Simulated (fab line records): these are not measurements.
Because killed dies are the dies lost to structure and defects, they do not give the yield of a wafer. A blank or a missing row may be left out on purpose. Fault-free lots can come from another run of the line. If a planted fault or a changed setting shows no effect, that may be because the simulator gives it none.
Chamber matching + flow berkeley cmos170 + UCB170_V2_ETCH_14 on rie diel-03: 4 sister chambers
The step etches SiO2 in CHF3/CF4/Ar, stops on Al, target depth 1250 nm, time 291 s. 8 wafers are shown with their chamber, then 8 later ones without.

== EACH WAFER AND ITS CHAMBER ==
| wafer  | chamber | drypump motor current A (A) | throttle valve pct (%) |
|--------|---------|-----------------------------|------------------------|
| L827.5 | 1       | 6.0                         | 7.05                   |
| L832.1 | 0       | 6.2                         | 6.78                   |
| L832.4 | 2       | 5.7                         | 7.07                   |
| L832.5 | 1       | 5.9                         | 7.05                   |
| L834.2 | 3       | 5.4                         | 6.98                   |
| L834.4 | 2       | 5.7                         | 7.06                   |
| L834.5 | 0       | 6.2                         | 6.80                   |
| L838.2 | 3       | 5.4                         | 6.97                   |

== WAFERS WITH NO CHAMBER GIVEN ==
| wafer  | drypump motor current A (A) | throttle valve pct (%) |
|--------|-----------------------------|------------------------|
| L838.3 | 6.3                         | 6.79                   |
| L838.4 | 5.7                         | 7.09                   |
| L836.1 | 5.7                         | 7.06                   |
| L836.4 | 5.4                         | 6.98                   |
| L836.6 | 5.7                         | 7.07                   |
| L845.2 | 5.7                         | 7.05                   |
| L845.3 | 5.4                         | 7.00                   |
| L845.4 | 6.2                         | 6.81                   |

== EACH ONE'S CHAMBER ==
| wafer  | from the rows above | in truth |
|--------|---------------------|----------|
| L838.3 | 0                   | 0        |
| L838.4 | 2                   | 2        |
| L836.1 | 2                   | 2        |
| L836.4 | 3                   | 3        |
| L836.6 | 2                   | 2        |
| L845.2 | 2                   | 2        |
| L845.3 | 3                   | 3        |
| L845.4 | 0                   | 0        |
Correctly placed: 8 of 8. Can't be placed from these rows: 0. Placed wrongly: 0.
How it was worked out, from the rows above alone: a wafer's distance from a chamber is the root of the sum, over the readings, of the square of ((its reading less the chamber's mean) divided by the reading's scatter). The wafer belongs to the nearest chamber; if the next one is less than 2 further off, it can't be placed. A chamber's mean is the mean of its shown wafers. The scatter is the square root of a quotient: the sum, over the shown wafers, of each reading's squared deviation from its chamber's mean, divided by wafers minus chambers.
